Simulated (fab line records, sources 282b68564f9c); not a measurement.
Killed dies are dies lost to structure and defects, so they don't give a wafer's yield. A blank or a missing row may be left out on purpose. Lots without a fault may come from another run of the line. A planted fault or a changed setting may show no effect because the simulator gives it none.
Tool commonality check | flow rit_cmos | 14 lots, 42 wafers sampled

WHY IT WAS OPENED
At RIT_PRETRO_TW_MEAS_10 the reading PRETRO_TW is flagged on 2 of 14 lots. Wafers without a fault read 477, standard deviation 4.6.
Rule: a lot is flagged when every wafer of it that has a number lies more than 4 standard deviations from that mean, or none has a number. The other lots count as sound.

lot  | measured    | on            | PRETRO_TW, wafer by wafer | flag
L482 | day 2 14:47 | film_metro-03 | 480 480 481               |
L483 | day 2 20:08 | film_metro-02 | 476 476 473               |
L484 | day 3 01:07 | film_metro-04 | 471 472 469               |
L485 | day 3 04:17 | film_metro-03 | 481 482 484               |
L486 | day 3 11:56 | film_metro-03 | 483 481 482               |
L487 | day 3 15:51 | film_metro-03 | 480 484 480               |
L489 | day 4 05:27 | film_metro-04 | 473 471 472               |
L492 | day 4 21:09 | film_metro-04 | 473 474 474               |
L493 | day 5 03:38 | film_metro-02 | 474 474 474               |
L496 | day 5 22:44 | film_metro-03 | 447 446 445               | FLAGGED
L498 | day 6 06:02 | film_metro-02 | 443 439 442               | FLAGGED
L502 | day 6 21:20 | film_metro-03 | 477 479 477               |
L504 | day 7 06:21 | film_metro-03 | 480 481 481               |
L503 | day 7 07:48 | film_metro-03 | 481 478 481               |
The numbers of the flagged lots are 444 on average: -33 against the usual, or -7 standard deviations.

WHICH TOOL RAN EACH LOT
The record holds 1 process step before the reading, out of a route of 202 steps. In each cell: the tool, then ch and the chambers that the sampled wafers went through, then the start.
lot  | flag    | RIT_PRETRO_IMPLANT_08
L482 |         | implanter-01 ch 0, day 2 14:28
L483 |         | implanter-01 ch 0, day 2 19:50
L484 |         | implanter-03 ch 0, day 3 00:50
L485 |         | implanter-02 ch 0, day 3 03:58
L486 |         | implanter-03 ch 0, day 3 11:39
L487 |         | implanter-03 ch 0, day 3 15:34
L489 |         | implanter-01 ch 0, day 4 05:07
L492 |         | implanter-03 ch 0, day 4 20:50
L493 |         | implanter-02 ch 0, day 5 03:19
L496 | FLAGGED | implanter-03 ch 0, day 5 22:25
L498 | FLAGGED | implanter-03 ch 0, day 6 05:43
L502 |         | implanter-02 ch 0, day 6 21:01
L504 |         | implanter-02 ch 0, day 7 06:02
L503 |         | implanter-02 ch 0, day 7 07:31
What these steps do:
- RIT_PRETRO_IMPLANT_08
- RIT_PRETRO_TW_MEAS_10

FLAGGED OVER TOTAL, TOOL BY TOOL (the gauges that took the reading come last)
step                  | tool          | lots run | flagged | share of the flagged lots | sound lots run after its first flagged lot
RIT_PRETRO_IMPLANT_08 | implanter-01  | 3        | 0       | none                      | -
RIT_PRETRO_IMPLANT_08 | implanter-02  | 5        | 0       | none                      | -
RIT_PRETRO_IMPLANT_08 | implanter-03  | 6        | 2       | all                       | 0
RIT_PRETRO_TW_MEAS_10 | film_metro-02 | 3        | 1       | some                      | 0
RIT_PRETRO_TW_MEAS_10 | film_metro-03 | 8        | 1       | some                      | 3 (L502,L504,L503)
RIT_PRETRO_TW_MEAS_10 | film_metro-04 | 3        | 0       | none                      | -

WHAT THE TABLE ALLOWS
1 row of the table ran every flagged lot: implanter-03 at RIT_PRETRO_IMPLANT_08.
- implanter-03 at RIT_PRETRO_IMPLANT_08: 2 of its 6 lots flagged. Its last sound lot is L492 (day 4 20:50), its first flagged lot L496 (day 5 22:25): a fault that began between those two fits. Its own readings lie more than 4 standard deviations out on every wafer of the flagged lots: dose_ions_cm2, faraday_current_uA.
One tool is left: implanter-03 at RIT_PRETRO_IMPLANT_08.

WHAT THE SIMULATOR HAD PUT IN
Process parameter drift: implanter-03, from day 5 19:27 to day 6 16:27, at RIT_PRETRO_IMPLANT_08. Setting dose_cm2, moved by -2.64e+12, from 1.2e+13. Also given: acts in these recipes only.
Lots struck among those shown: L496, L498. The rule above found the same.
